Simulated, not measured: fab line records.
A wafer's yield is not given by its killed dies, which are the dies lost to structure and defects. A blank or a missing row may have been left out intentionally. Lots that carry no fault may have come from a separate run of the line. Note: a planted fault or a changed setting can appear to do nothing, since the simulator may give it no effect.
Matching of chambers	flow berkeley-cmos170	UCB170_ACTIVE_ETCH_15 on rie-diel-02: 4 sister chambers
The step etches Si3N4 in CH3F/Ar/O2, stops on SiO2, target depth 242 nm, time 151 s. 14 wafers are shown with their chamber, then 7 later ones without.

EACH WAFER AND ITS CHAMBER
wafer	chamber	drypump-motor-current-A (A)	throttle-valve-pct (%)	oes-product-au (a.u.)
L281.2	1	5.3	8.08	0.943
L281.3	3	6.1	8.25	0.939
L281.4	2	6.2	8.03	0.956
L282.2	3	6.1	8.27	0.941
L282.5	0	5.9	8.10	0.933
L282.6	3	6.1	8.25	0.937
L284.1	0	5.8	8.10	0.942
L284.2	1	5.3	8.06	0.944
L284.6	1	5.3	8.08	0.942
L289.1	0	5.9	8.12	0.943
L289.4	3	6.1	8.26	0.930
L289.6	3	6.1	8.25	0.928
L291.1	0	5.8	8.11	0.943
L291.5	1	5.4	8.08	0.942

SIGNATURES (averages over the wafers above)
reading	chamber 0	chamber 1	chamber 2	chamber 3	scatter within a chamber
drypump-motor-current-A	5.850	5.325	6.200	6.100	0.0418
throttle-valve-pct	8.1075	8.0750	8.0300	8.2560	0.00946
oes-product-au	0.94025	0.94275	0.95600	0.93500	0.00451
Rule: for each reading, subtract the chamber's mean from the wafer's reading, divide by that reading's scatter and square the result; add these up over the readings and take the root, which gives the wafer's distance from the chamber. The wafer belongs to the nearest chamber; if the next one is less than 2 further off, it can't be placed. The scatter: the root of (the sum of the squares of (reading less its chamber's mean) over the shown wafers, divided by (wafers less chambers)).

WAFERS MISSING THEIR CHAMBER
wafer	drypump-motor-current-A (A)	throttle-valve-pct (%)	oes-product-au (a.u.)
L291.6	5.8	8.12	0.937
L298.1	6.1	8.25	0.941
L298.3	5.8	8.12	0.950
L298.6	5.3	8.07	0.940
L299.2	6.2	8.01	0.942
L299.4	5.4	8.06	0.941
L299.5	6.2	8.02	0.948

CHAMBER TAKEN BY EACH
wafer	from the rows above	in truth
L291.6	0	0
L298.1	3	3
L298.3	0	0
L298.6	1	1
L299.2	2	2
L299.4	1	1
L299.5	2	2
Correctly placed: 7 of 7. Number that these rows cannot place: 0. Number placed wrongly: 0.
